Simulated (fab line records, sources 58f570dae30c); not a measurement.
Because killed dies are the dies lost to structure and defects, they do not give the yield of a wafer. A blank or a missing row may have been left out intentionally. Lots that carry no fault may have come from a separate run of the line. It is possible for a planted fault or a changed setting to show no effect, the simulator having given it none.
The same fault as seen by 2 desks ; flow berkeley cmos170 ; each desk holds nothing but its own numbers, with what lay behind them at the end

== AT THE TOOL OWNER'S DESK: rie metal-04 ==
The tool's own readings at UCB170_M1_METAL_ETCH_12 (etches Al in Cl2/BCl3, stops on PSG, target depth 780 nm, time 130 s): means of the sampled wafers that have a number, for each lot that ran on this tool. Any lot whose mean is over 4 standard deviations away from the usual mean is out of limits and marked OUT; that distance is given in the brackets.
Columns: A = drypump motor current A at UCB170_M1_METAL_ETCH_12, usual 5.8 A; B = oes product au at UCB170_M1_METAL_ETCH_12, usual 0.850 a.u.; C = run length s at UCB170_M1_METAL_ETCH_12, usual 158.1 s; D = throttle valve pct at UCB170_M1_METAL_ETCH_12, usual 24.36 %
lot;first seen here;A;B;C;D
L558;day 6 21:34;6.2;0.839;158.0;24.35
L562;day 8 06:56;6.1;0.843;158.2;24.51
L565;day 8 17:13;6.1;0.847;158.2;24.50
L569;day 9 13:20;6.3;0.856;157.8;24.19
L575;day 10 23:37;6.1;0.926 (+6.3) OUT;146.5 (-29) OUT;24.61
L577;day 11 01:16;6.0;0.931 (+6.8) OUT;146.7 (-29) OUT;24.62
L579;day 11 10:36;6.0;0.929 (+6.6) OUT;146.6 (-29) OUT;24.62
Finding of this desk: L575, L577, L579 out of limits; the first was L575 at day 10 23:37, on oes product au at UCB170_M1_METAL_ETCH_12. L558, L562, L565, L569: within limits.

== METROLOGY DESK ==
What the gauges read, lot by lot, whatever tool the lot ran on: means of the sampled wafers that have a number. Any lot whose mean is over 4 standard deviations away from the usual mean is out of limits and marked OUT; that distance is given in the brackets.
Columns: A = ACTIVE_OVL at UCB170_ACTIVE_OVL_MEAS_14, usual -2 nm; B = cd nm at UCB170_V2_CD_MEAS_12, usual 700.1 nm
lot;first seen here;A;B
L558;day 4 01:29;-3;701.2
L560;day 5 00:28;-4;700.7
L561;day 5 07:41;3;698.4
L562;day 5 08:14;3;700.0
L564;day 5 12:44;-6;699.1
L565;day 6 01:07;3;700.0
L568;day 6 01:18;3;699.4
L569;day 6 11:46;-3;701.2
L567;day 6 12:03;-5;701.7
L573;day 7 08:08;1;701.2
L575;day 7 16:08;3;699.9
L577;day 7 21:04;1;701.2
L576;day 7 21:10;0;701.4
L579;day 8 15:55;-3;699.4
L581;day 8 16:00;-3;701.1
Result from this desk: across the 15 lots, nothing is out of limits.

== TAKEN TOGETHER ==
On L575, L577, L579, at day 10 23:37, an alarm was possible from the tool owner's desk.
Nothing out of limits was seen by the metrology desk.
The metrology desk has L575, L577, L579 on record, within its limits.
All the named lots went through UCB170_M1_METAL_ETCH_12 on rie metal-04.

== WHAT WAS PUT IN BY THE SIMULATOR ==
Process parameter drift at UCB170_M1_METAL_ETCH_12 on rie metal-04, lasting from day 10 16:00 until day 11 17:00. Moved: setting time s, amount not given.
Struck lots among those shown: L575, L577, L579.
Time in hours from fault onset to the first out-of-limits reading at each desk: the tool owner's desk, 8.
